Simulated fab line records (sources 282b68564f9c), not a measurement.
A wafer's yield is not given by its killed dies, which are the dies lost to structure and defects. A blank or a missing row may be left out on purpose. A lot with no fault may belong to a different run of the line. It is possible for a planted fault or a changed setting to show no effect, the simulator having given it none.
Which tool was responsible?    flow ritCmos    14 lots, 42 wafers sampled, at 5 steps of a route of 202

## WHAT THE GAUGES READ, wafer by wafer
RIT_GATE_THK_MEAS_09.
lot   measured     on            GATE_POLY_THK (nm)
L592  day 2 13:56  filmMetro-03  245.2 245.9 247.2
L593  day 2 22:20  filmMetro-02  246.8 247.1 246.2
L594  day 3 02:11  filmMetro-02  250.1 247.6 249.7
L595  day 3 06:29  filmMetro-02  249.3 247.0 248.7
L600  day 4 09:45  filmMetro-04  249.5 246.0 248.1
L601  day 4 12:23  filmMetro-02  251.9 249.3 251.0
L603  day 4 19:50  filmMetro-04  249.6 250.2 251.2
L606  day 5 10:59  filmMetro-04  246.7 245.8 247.2
L608  day 5 21:59  filmMetro-04  253.8 253.9 253.4
L609  day 6 04:22  filmMetro-04  248.9 251.6 251.6
L610  day 6 07:35  filmMetro-04  247.2 250.9 249.5
L613  day 6 22:17  filmMetro-04  245.2 246.6 246.7
L614  day 7 06:22  filmMetro-03  249.3 251.2 248.8
L615  day 7 10:09  filmMetro-04  251.2 252.4 252.0

RIT_GATE_CD_MEAS_16 targets a cd of 150 nm.
lot   measured     on        cdNm (nm)
L592  day 2 14:58  cdSem-01  145.0 142.8 143.5
L593  day 2 23:15  cdSem-02  149.0 145.0 147.9
L594  day 3 03:07  cdSem-01  150.0 146.1 147.6
L595  day 3 07:24  cdSem-01  149.6 147.9 148.9
L600  day 4 10:40  cdSem-01  147.8 146.8 146.0
L601  day 4 13:26  cdSem-01  150.0 151.8 149.7
L603  day 4 20:46  cdSem-01  150.7 149.6 150.3
L606  day 5 12:11  cdSem-01  152.7 153.4 154.2
L608  day 5 23:01  cdSem-01  151.4 147.7 148.5
L609  day 6 05:22  cdSem-02  146.7 145.1 143.0
L610  day 6 08:40  cdSem-01  152.2 152.1 153.2
L613  day 6 23:21  cdSem-01  148.0 148.3 148.3
L614  day 7 07:24  cdSem-01  146.9 145.0 145.3
L615  day 7 11:19  cdSem-01  149.3 151.5 152.1

RIT_NLDD_OVL_MEAS_06.
lot   measured     on          NLDD_OVL (nm)
L592  day 2 21:52  overlay-01  2.3 2.6 3.1
L593  day 3 03:57  overlay-01  -1.6 0.4 -0.8
L594  day 3 08:09  overlay-02  0.7 -1.1 -0.9
L595  day 3 11:56  overlay-01  1.0 -1.8 0.2
L600  day 4 15:31  overlay-02  0.6 0.0 0.8
L601  day 4 18:56  overlay-02  1.6 1.7 1.6
L603  day 5 02:29  overlay-01  1.0 -1.0 1.7
L606  day 5 18:23  overlay-02  0.7 -0.5 -1.0
L608  day 6 03:40  overlay-02  1.2 1.1 0.1
L609  day 6 11:17  overlay-02  -1.3 -0.1 0.4
L610  day 6 13:23  overlay-02  0.4 0.1 -1.5
L613  day 7 05:27  overlay-01  -0.3 0.4 1.6
L614  day 7 13:02  overlay-02  0.4 0.3 -0.2
L615  day 7 17:12  overlay-02  1.1 1.0 0.1

RIT_PLDD_TW_MEAS_10.
lot   measured     on            PLDD_TW
L592  day 3 00:02  filmMetro-01  2380 2393 2382
L593  day 3 06:01  filmMetro-03  2360 2341 2329
L594  day 3 10:22  filmMetro-01  2386 2393 2383
L595  day 3 13:59  filmMetro-03  2330 2338 2343
L600  day 4 17:34  filmMetro-03  30 30 30 30 30 30
L601  day 4 20:52  filmMetro-03  30 30 30 30 30 30
L603  day 5 04:37  filmMetro-01  2378 2376 2373
L606  day 5 20:24  filmMetro-01  2384 2369 2371
L608  day 6 05:37  filmMetro-02  2361 2369 2364
L609  day 6 13:20  filmMetro-01  2378 2391 2368
L610  day 6 15:20  filmMetro-01  2379 2381 2376
L613  day 7 07:23  filmMetro-01  2387 2392 2397
L614  day 7 14:58  filmMetro-03  2319 2323 2320
L615  day 7 19:08  filmMetro-02  2382 2376 2371

## EACH LOT AND THE TOOL THAT RAN IT (in order: tool; ch and the chambers of the sampled wafers; start)
lot   RIT_NLDD_STRIP_09
L592  plasmaAsher-03 ch 0,1, day 2 22:12
L593  plasmaAsher-03 ch 0,1, day 3 04:17
L594  plasmaAsher-04 ch 0,1, day 3 08:32
L595  plasmaAsher-04 ch 1, day 3 12:16
L600  plasmaAsher-03 ch 0,1, day 4 15:51
L601  plasmaAsher-02 ch 0,1, day 4 19:17
L603  plasmaAsher-02 ch 0,1, day 5 03:00
L606  plasmaAsher-04 ch 0,1, day 5 18:43
L608  plasmaAsher-03 ch 0, day 6 04:00
L609  plasmaAsher-03 ch 0,1, day 6 11:37
L610  plasmaAsher-04 ch 0,1, day 6 13:47
L613  plasmaAsher-02 ch 0,1, day 7 05:47
L614  plasmaAsher-03 ch 0,1, day 7 13:22
L615  plasmaAsher-02 ch 0,1, day 7 17:32
- RIT_NLDD_STRIP_09: strips in O2, time 180 s.

## WHAT THE TOOLS THEMSELVES READ (means of the sampled wafers that have a number; where no wafer has one, the mark that the record gives instead)
RIT_NLDD_STRIP_09.
lot   tool            chamberPressureMTorr (mTorr)  drypumpMotorCurrentA (A)
L592  plasmaAsher-03  4002                          6.4
L593  plasmaAsher-03  3996                          6.4
L594  plasmaAsher-04  3997                          6.1
L595  plasmaAsher-04  3998                          6.1
L600  plasmaAsher-03  -                             -
L601  plasmaAsher-02  -                             -
L603  plasmaAsher-02  3997                          5.7
L606  plasmaAsher-04  4000                          6.0
L608  plasmaAsher-03  4001                          6.5
L609  plasmaAsher-03  3999                          6.4
L610  plasmaAsher-04  3999                          6.1
L613  plasmaAsher-02  3998                          5.7
L614  plasmaAsher-03  4003                          6.4
L615  plasmaAsher-02  3997                          6.1

## THE ANSWER, worked out from the rows above alone
Rule: the usual values come from the lots themselves. Put in order of their means at a reading, lots are off if they are a third of the lots or fewer, leave a main group of 4 or more, and stand apart from it by a gap of 3 or more times the standard deviation of the main group's means; of several such gaps the widest counts. Not used: any main group whose means are identical at the precision the tables above print for the reading. Also off: a lot with no number at a reading for which 4 or more lots have one. All remaining lots with rows at the step are treated as sound. The gauges are gone through in route order, then the tools' own readings, and for those a lot's mean is taken as printed above. At the first step where some lot is off, the reading lying furthest off is the one used; lots without a number count as furthest.
Off: at RIT_PLDD_TW_MEAS_10 (PLDD_TW), L600, L601. The main group: mean 2368, standard deviation 21.
A tool fits if, at a process step before that reading, it ran every lot that is off, and no sound lot after the first of them. Not tried: the gauges at RIT_PLDD_TW_MEAS_10; whatever is off there is also off at RIT_NLDD_STRIP_09, on other tools, and gauge error can't account for it. Not one of the candidates tried fits.

## WHAT HAD BEEN PUT IN BY THE SIMULATOR
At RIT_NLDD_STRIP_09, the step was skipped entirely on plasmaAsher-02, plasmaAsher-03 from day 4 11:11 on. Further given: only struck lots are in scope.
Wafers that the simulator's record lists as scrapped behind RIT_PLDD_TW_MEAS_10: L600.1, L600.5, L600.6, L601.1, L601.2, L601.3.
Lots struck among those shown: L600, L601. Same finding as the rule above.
